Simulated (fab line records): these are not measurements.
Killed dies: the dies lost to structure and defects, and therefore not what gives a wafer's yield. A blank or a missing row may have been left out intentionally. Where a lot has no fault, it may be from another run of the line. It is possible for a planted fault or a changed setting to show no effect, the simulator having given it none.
One fault through the eyes of 2 desks :: flow berkeley cmos170 :: every desk sees just its own numbers, and what lay behind them comes last

AT THE TOOL OWNER'S DESK: pvd sputter-02
The tool's own readings at UCB170_M2_SPUTTER_01 (material Al, target thk 900 nm, time 120 s): means of the sampled wafers that have a number, for each lot that ran on this tool. A lot is out of limits, marked OUT, if its mean lies more than 4 standard deviations from the usual mean; the brackets give that distance.
Columns: A = chamber pressure pa at UCB170_M2_SPUTTER_01, usual 0.5002 Pa; B = throttle valve pct at UCB170_M2_SPUTTER_01, usual 29.5 %
lot: L158
first seen here: day 7 22:02
A: 0.5001
B: 29.3

lot: L159
first seen here: day 8 02:56
A: 0.4995
B: 29.7

lot: L162
first seen here: day 8 03:35
A: 0.5006
B: 29.4

lot: L166
first seen here: day 9 20:05
A: 0.5680 (+70) OUT
B: 27.8

lot: L169
first seen here: day 10 06:55
A: 0.5683 (+70) OUT
B: 27.7
This desk's finding: out of limits on L166, L169; first on L166, day 9 20:05 (chamber pressure pa at UCB170_M2_SPUTTER_01). In limits: L158, L159, L162.

FROM THE METROLOGY DESK
What the gauges read for every lot (on any tool): the sampled wafers with a number, averaged. A lot is out of limits, marked OUT, if its mean lies more than 4 standard deviations from the usual mean; the brackets give that distance.
Columns: A = NSD_OVL at UCB170_NSD_OVL_MEAS_07, usual -1 nm; B = NSD_TW at UCB170_NSD_TW_MEAS_10, usual 4194; C = V1_POLISHED_THK at UCB170_V1_THK_MEAS_04, usual 1000.2 nm; D = M2_AL_RS at UCB170_M2_RS_MEAS_02, usual 0.0321 ohm/sq
lot: L154
first seen here: day 6 05:10
A: 1
B: 4180
C: 1001.2
D: 0.0326

lot: L155
first seen here: day 6 08:38
A: -4
B: 4215
C: 1000.7
D: 0.0322

lot: L157
first seen here: day 7 04:51
A: -1
B: 4168
C: 1000.1
D: 0.0326

lot: L158
first seen here: day 7 05:08
A: -5
B: 4242
C: 1000.9
D: 0.0323

lot: L156
first seen here: day 7 05:22
A: -2
B: 4161
C: 999.4
D: 0.0323

lot: L159
first seen here: day 7 12:10
A: -1
B: 4178
C: 1001.8
D: 0.0321

lot: L160
first seen here: day 7 12:26
A: 1
B: 4179
C: 999.5
D: 0.0317

lot: L162
first seen here: day 7 12:49
A: 12
B: 4171
C: 1001.4
D: 0.0319

lot: L166
first seen here: day 9 03:13
A: 4
B: 4171
C: 1000.1
D: 0.0332

lot: L169
first seen here: day 9 11:08
A: -1
B: 4234
C: 1000.5
D: 0.0331

lot: L171
first seen here: day 9 16:31
A: 2
B: 4164
C: 1000.0
D: 0.0322

lot: L170
first seen here: day 9 16:43
A: -3
B: 4251
C: 999.3
D: 0.0320

lot: L174
first seen here: day 10 16:11
A: -5
B: 4184
C: 999.8
D: 0.0314

lot: L177
first seen here: day 11 07:10
A: 5
B: 4177
C: 999.4
D: 0.0322
This desk found nothing out of limits on any of the 14 lots.

BROUGHT TOGETHER
An alarm could have come from the tool owner's desk at day 9 20:05, on L166, L169.
Metrology desk: nothing out of limits seen.
The metrology desk has L166, L169 on record, within its limits.
On pvd sputter-02, each named lot ran UCB170_M2_SPUTTER_01.

WHAT THE SIMULATOR HAD INSERTED
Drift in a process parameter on pvd sputter-02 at UCB170_M2_SPUTTER_01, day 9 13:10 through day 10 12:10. Setting chamber pressure pa, moved by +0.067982, from 0.5. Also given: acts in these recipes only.
Struck lots among those shown: L166, L169.
Time in hours from fault onset to the first out-of-limits reading at each desk: the tool owner's desk, 7.
